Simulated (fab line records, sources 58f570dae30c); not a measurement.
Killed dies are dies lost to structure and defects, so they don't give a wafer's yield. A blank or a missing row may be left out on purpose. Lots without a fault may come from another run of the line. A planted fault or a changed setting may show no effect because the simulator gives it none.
One fault seen from 2 desks | flow berkeley_cmos170 | each desk has only its own numbers; what lay behind them comes last

THE TOOL OWNER'S DESK: krf_scanner-02
The tool's own readings at UCB170_V2_EXPOSE_09 (exposes mask VIA2, target cd 700 nm): means of the sampled wafers that have a number, for each lot that ran on this tool. A lot is out of limits, marked OUT, if its mean lies more than 4 standard deviations from the usual mean; the brackets give that distance.
Columns: A = exposure_dose_mJ_cm2 at UCB170_V2_EXPOSE_09, usual 37.00
lot  | first seen here | A
L208 | day 9 09:10     | 37.04
L206 | day 9 11:31     | 36.95
L209 | day 9 16:17     | 36.97
L210 | day 9 16:46     | 37.07
L213 | day 10 09:52    | 36.97
L212 | day 10 10:10    | 37.01
L216 | day 10 15:29    | 37.04
This desk's finding: nothing out of limits on any of the 7 lots.

THE METROLOGY DESK
What the gauges read, lot by lot, whatever tool the lot ran on: means of the sampled wafers that have a number. A lot is out of limits, marked OUT, if its mean lies more than 4 standard deviations from the usual mean; the brackets give that distance.
Columns: A = V2_OVL at UCB170_V2_OVL_MEAS_13, usual -2 nm
lot  | first seen here | A
L204 | day 8 16:18     | 1
L208 | day 9 09:46     | -14
L207 | day 9 10:29     | -4
L206 | day 9 12:02     | 0
L209 | day 9 17:10     | -0
L210 | day 9 17:26     | 3
L214 | day 10 04:23    | -2
L213 | day 10 10:49    | -4
L212 | day 10 10:56    | 94 (+17) OUT
L211 | day 10 11:05    | -3
L216 | day 10 16:00    | 100 (+18) OUT
L222 | day 11 22:02    | 2
L223 | day 12 16:17    | -1
L224 | day 12 23:13    | -2
This desk's finding: out of limits on L212, L216; first on L212, day 10 10:56 (V2_OVL at UCB170_V2_OVL_MEAS_13). In limits: L204, L208, L207, L206, L209, L210, L214, L213, L211, L222, L223, L224.

PUT TOGETHER
The metrology desk could have raised an alarm at day 10 10:56, on L212, L216.
The tool owner's desk saw nothing out of limits.
The tool owner's desk has L212, L216 on record, within its limits.
Of the lots named, all ran UCB170_V2_EXPOSE_09 on krf_scanner-02.

WHAT THE SIMULATOR HAD PUT IN
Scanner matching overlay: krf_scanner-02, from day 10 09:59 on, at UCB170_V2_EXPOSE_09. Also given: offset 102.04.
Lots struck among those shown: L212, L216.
Hours from the fault's start to each desk's first reading out of limits: the metrology desk, 1.
